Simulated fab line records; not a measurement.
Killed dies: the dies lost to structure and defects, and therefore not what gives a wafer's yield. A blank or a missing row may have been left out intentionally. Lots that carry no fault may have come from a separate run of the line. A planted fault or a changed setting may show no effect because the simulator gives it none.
Split-lot trial :: flow rit_cmos :: on a route of 202 steps: 5 lots, 23 wafers read

## THE SPLIT ITSELF
At RIT_SPACER_CVD_03 (deposits Si3N4 from SiH2Cl2/NH3, target thk 250 nm, time 3300 s), the setting sih2cl2_flow_sccm was moved away from the recipe's 60 sccm on 15 of the 23 wafers read, by -14.7% to +11.4%. All remaining wafers had this setting at the recipe value.

Between the split and the reading, the file records no step.

## THE READING
Values of SPACER_NITRIDE_THK in nm from RIT_SPACER_THK_MEAS_04. Fault-free wafers of this fab line usually give 249.7 nm, standard deviation 2 nm.

wafer: L079.1
tool, chamber at the split: -, -
sih2cl2_flow_sccm as run, sccm: 54.44
against the recipe: -9.3%
SPACER_NITRIDE_THK, nm: 243.0
against lot-mates on the recipe: no lot-mate on the recipe

wafer: L079.2
tool, chamber at the split: -, -
sih2cl2_flow_sccm as run, sccm: 54.44
against the recipe: -9.3%
SPACER_NITRIDE_THK, nm: 242.9
against lot-mates on the recipe: no lot-mate on the recipe

wafer: L079.3
tool, chamber at the split: -, -
sih2cl2_flow_sccm as run, sccm: 54.44
against the recipe: -9.3%
SPACER_NITRIDE_THK, nm: 242.5
against lot-mates on the recipe: no lot-mate on the recipe

wafer: L079.5
tool, chamber at the split: -, -
sih2cl2_flow_sccm as run, sccm: 54.44
against the recipe: -9.3%
SPACER_NITRIDE_THK, nm: 245.7
against lot-mates on the recipe: no lot-mate on the recipe

wafer: L079.6
tool, chamber at the split: -, -
sih2cl2_flow_sccm as run, sccm: 54.44
against the recipe: -9.3%
SPACER_NITRIDE_THK, nm: 243.5
against lot-mates on the recipe: no lot-mate on the recipe

wafer: L082.1
tool, chamber at the split: -, -
sih2cl2_flow_sccm as run, sccm: 66.86
against the recipe: +11.4%
SPACER_NITRIDE_THK, nm: 256.1
against lot-mates on the recipe: no lot-mate on the recipe

wafer: L082.3
tool, chamber at the split: -, -
sih2cl2_flow_sccm as run, sccm: 66.86
against the recipe: +11.4%
SPACER_NITRIDE_THK, nm: 256.9
against lot-mates on the recipe: no lot-mate on the recipe

wafer: L082.4
tool, chamber at the split: -, -
sih2cl2_flow_sccm as run, sccm: 66.86
against the recipe: +11.4%
SPACER_NITRIDE_THK, nm: 257.2
against lot-mates on the recipe: no lot-mate on the recipe

wafer: L082.5
tool, chamber at the split: -, -
sih2cl2_flow_sccm as run, sccm: 66.86
against the recipe: +11.4%
SPACER_NITRIDE_THK, nm: 256.8
against lot-mates on the recipe: no lot-mate on the recipe

wafer: L082.6
tool, chamber at the split: -, -
sih2cl2_flow_sccm as run, sccm: 66.86
against the recipe: +11.4%
SPACER_NITRIDE_THK, nm: 258.8
against lot-mates on the recipe: no lot-mate on the recipe

wafer: L083.1
tool, chamber at the split: -, -
sih2cl2_flow_sccm as run, sccm: 60
against the recipe: recipe
SPACER_NITRIDE_THK, nm: 246.1
against lot-mates on the recipe: -

wafer: L083.2
tool, chamber at the split: -, -
sih2cl2_flow_sccm as run, sccm: 60
against the recipe: recipe
SPACER_NITRIDE_THK, nm: 247.8
against lot-mates on the recipe: -

wafer: L083.3
tool, chamber at the split: -, -
sih2cl2_flow_sccm as run, sccm: 60
against the recipe: recipe
SPACER_NITRIDE_THK, nm: 247.8
against lot-mates on the recipe: -

wafer: L083.5
tool, chamber at the split: -, -
sih2cl2_flow_sccm as run, sccm: 60
against the recipe: recipe
SPACER_NITRIDE_THK, nm: 245.6
against lot-mates on the recipe: -

wafer: L083.6
tool, chamber at the split: -, -
sih2cl2_flow_sccm as run, sccm: 60
against the recipe: recipe
SPACER_NITRIDE_THK, nm: 245.1
against lot-mates on the recipe: -

wafer: L084.3
tool, chamber at the split: lpcvd-01, 1
sih2cl2_flow_sccm as run, sccm: 60
against the recipe: recipe
SPACER_NITRIDE_THK, nm: 249.2
against lot-mates on the recipe: -

wafer: L084.4
tool, chamber at the split: lpcvd-01, 1
sih2cl2_flow_sccm as run, sccm: 60
against the recipe: recipe
SPACER_NITRIDE_THK, nm: 251.2
against lot-mates on the recipe: -

wafer: L084.5
tool, chamber at the split: lpcvd-01, 1
sih2cl2_flow_sccm as run, sccm: 60
against the recipe: recipe
SPACER_NITRIDE_THK, nm: 253.2
against lot-mates on the recipe: -

wafer: L085.1
tool, chamber at the split: -, -
sih2cl2_flow_sccm as run, sccm: 51.16
against the recipe: -14.7%
SPACER_NITRIDE_THK, nm: 239.1
against lot-mates on the recipe: no lot-mate on the recipe

wafer: L085.2
tool, chamber at the split: -, -
sih2cl2_flow_sccm as run, sccm: 51.16
against the recipe: -14.7%
SPACER_NITRIDE_THK, nm: 239.9
against lot-mates on the recipe: no lot-mate on the recipe

wafer: L085.3
tool, chamber at the split: -, -
sih2cl2_flow_sccm as run, sccm: 51.16
against the recipe: -14.7%
SPACER_NITRIDE_THK, nm: 239.6
against lot-mates on the recipe: no lot-mate on the recipe

wafer: L085.4
tool, chamber at the split: -, -
sih2cl2_flow_sccm as run, sccm: 51.16
against the recipe: -14.7%
SPACER_NITRIDE_THK, nm: 239.7
against lot-mates on the recipe: no lot-mate on the recipe

wafer: L085.6
tool, chamber at the split: -, -
sih2cl2_flow_sccm as run, sccm: 51.16
against the recipe: -14.7%
SPACER_NITRIDE_THK, nm: 239.8
against lot-mates on the recipe: no lot-mate on the recipe

FIT RESULTS
A straight line over all 23 wafers: SPACER_NITRIDE_THK changes by +0.653 nm for each +1% of sih2cl2_flow_sccm; r = +0.96; the points scatter about the line by 1.9 nm.
Too few moved wafers with a lot-mate on the recipe to fit a line net of each lot's own level.

## THE WHOLE CHAIN: every reading that the file lists as answering this split, in the file's order
step: RIT_SPACER_CVD_03
what it does: deposits Si3N4 from SiH2Cl2/NH3, target thk 250 nm, time 3300 s
reading: Si3N4_of_SPACER_CVD_03.thk_nm (the simulator's own value, which no gauge read)
change (the file's fit): +0.655 nm for each +1% of the setting
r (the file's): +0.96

step: RIT_SPACER_THK_MEAS_04
what it does: 
reading: SPACER_NITRIDE_THK
change (the file's fit): +0.653 for each +1% of the setting
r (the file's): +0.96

## FILE'S OWN FIT
SPACER_NITRIDE_THK changes by +0.653 nm for each +1% of sih2cl2_flow_sccm, r = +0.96.
